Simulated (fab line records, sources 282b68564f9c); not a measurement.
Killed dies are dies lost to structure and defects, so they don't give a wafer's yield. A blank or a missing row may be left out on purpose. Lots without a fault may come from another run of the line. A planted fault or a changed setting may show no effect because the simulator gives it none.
Tool commonality check | flow rit_cmos | 14 lots, 42 wafers sampled

WHY IT WAS OPENED
At RIT_PSD_TW_MEAS_10 the reading PSD_TW is flagged on 2 of 14 lots. Wafers without a fault read 3385, standard deviation 35.
Rule: a lot is flagged when every wafer of it that has a number lies more than 4 standard deviations from that mean, or none has a number. The other lots count as sound.

lot  | measured    | on            | PSD_TW, wafer by wafer | flag
L863 | day 3 06:31 | film_metro-03 | 3405 3389 3394         |
L866 | day 3 18:11 | film_metro-04 | 3426 3395 3416         |
L867 | day 3 21:49 | film_metro-04 | 3418 3422 3400         |
L870 | day 4 11:44 | film_metro-03 | 3372 3378 3362         |
L872 | day 5 00:04 | film_metro-04 | 3605 3605 3621         | FLAGGED
L873 | day 5 03:27 | film_metro-04 | 3613 3618 3604         | FLAGGED
L876 | day 5 18:25 | film_metro-03 | 3375 3350 3373         |
L877 | day 6 01:03 | film_metro-04 | 3431 3389 3424         |
L878 | day 6 04:51 | film_metro-01 | 3328 3325 3357         |
L879 | day 6 08:40 | film_metro-04 | 3421 3419 3416         |
L880 | day 6 16:14 | film_metro-01 | 3334 3338 3348         |
L881 | day 6 20:21 | film_metro-03 | 3365 3358 3361         |
L882 | day 7 01:20 | film_metro-04 | 3429 3431 3413         |
L884 | day 7 09:25 | film_metro-04 | 3421 3433 3440         |
The numbers of the flagged lots are 3611 on average: +226 against the usual, or +6 standard deviations.

WHICH TOOL RAN EACH LOT
The record holds 2 process steps before the reading, out of a route of 202 steps. In each cell: the tool, then ch and the chambers that the sampled wafers went through, then the start.
lot  | flag    | RIT_NSD_COAT_01                  | RIT_NSD_STRIP_09
L863 |         | litho_track-02 ch 0, day 3 03:53 | plasma_asher-01 ch 0,1, day 3 04:55
L866 |         | litho_track-01 ch 0, day 3 15:18 | plasma_asher-02 ch 0,1, day 3 16:35
L867 |         | litho_track-02 ch 0, day 3 19:05 | plasma_asher-02 ch 0,1, day 3 20:05
L870 |         | litho_track-04 ch 0, day 4 08:39 | plasma_asher-04 ch 0,1, day 4 09:59
L872 | FLAGGED | litho_track-04, day 4 21:07      | plasma_asher-04 ch 0,1, day 4 22:08
L873 | FLAGGED | litho_track-04, day 5 00:49      | plasma_asher-01 ch 0,1, day 5 01:52
L876 |         | litho_track-01 ch 0, day 5 15:40 | plasma_asher-02 ch 0,1, day 5 16:49
L877 |         | litho_track-04 ch 0, day 5 22:14 | plasma_asher-01 ch 0,1, day 5 23:16
L878 |         | litho_track-04 ch 0, day 6 02:13 | plasma_asher-01 ch 0,1, day 6 03:16
L879 |         | litho_track-04 ch 0, day 6 05:51 | plasma_asher-04 ch 1, day 6 06:57
L880 |         | litho_track-04 ch 0, day 6 13:29 | plasma_asher-04 ch 0,1, day 6 14:41
L881 |         | litho_track-04 ch 0, day 6 17:28 | plasma_asher-01 ch 0,1, day 6 18:38
L882 |         | litho_track-01 ch 0, day 6 22:36 | plasma_asher-04 ch 0, day 6 23:44
L884 |         | litho_track-01 ch 0, day 7 06:29 | plasma_asher-02 ch 1, day 7 07:40
What these steps do:
- RIT_NSD_COAT_01: resist thk 1000 nm.
- RIT_NSD_STRIP_09: strips in O2, time 180 s.
- RIT_PSD_TW_MEAS_10

FLAGGED OVER TOTAL, TOOL BY TOOL (the gauges that took the reading come last)
step               | tool            | lots run | flagged | share of the flagged lots | sound lots run after its first flagged lot
RIT_NSD_COAT_01    | litho_track-01  | 4        | 0       | none                      | -
RIT_NSD_COAT_01    | litho_track-02  | 2        | 0       | none                      | -
RIT_NSD_COAT_01    | litho_track-04  | 8        | 2       | all                       | 5 (L877,L878,L879,L880,L881)
RIT_NSD_STRIP_09   | plasma_asher-01 | 5        | 1       | some                      | 3 (L877,L878,L881)
RIT_NSD_STRIP_09   | plasma_asher-02 | 4        | 0       | none                      | -
RIT_NSD_STRIP_09   | plasma_asher-04 | 5        | 1       | some                      | 3 (L879,L880,L882)
RIT_PSD_TW_MEAS_10 | film_metro-01   | 2        | 0       | none                      | -
RIT_PSD_TW_MEAS_10 | film_metro-03   | 4        | 0       | none                      | -
RIT_PSD_TW_MEAS_10 | film_metro-04   | 8        | 2       | all                       | 4 (L877,L879,L882,L884)

WHAT THE TABLE ALLOWS
2 rows of the table ran every flagged lot: litho_track-04 at RIT_NSD_COAT_01, film_metro-04 at RIT_PSD_TW_MEAS_10.
- litho_track-04 at RIT_NSD_COAT_01: 2 of its 8 lots flagged. Sound lots ran on it after the first flagged one (L877, L878, L879, L880, L881), which a lasting fault on the whole tool wouldn't allow. On the flagged lots its readings are blank where sound lots have values: chill_plate_temp_C, dispense_pressure_kPa, exhaust_pa.
- film_metro-04 at RIT_PSD_TW_MEAS_10: 2 of its 8 lots flagged. Sound lots ran on it after the first flagged one (L877, L879, L882, L884), which a lasting fault on the whole tool wouldn't allow.
No row of the table ran every flagged lot and no sound lot after the first.

WHAT THE SIMULATOR HAD PUT IN
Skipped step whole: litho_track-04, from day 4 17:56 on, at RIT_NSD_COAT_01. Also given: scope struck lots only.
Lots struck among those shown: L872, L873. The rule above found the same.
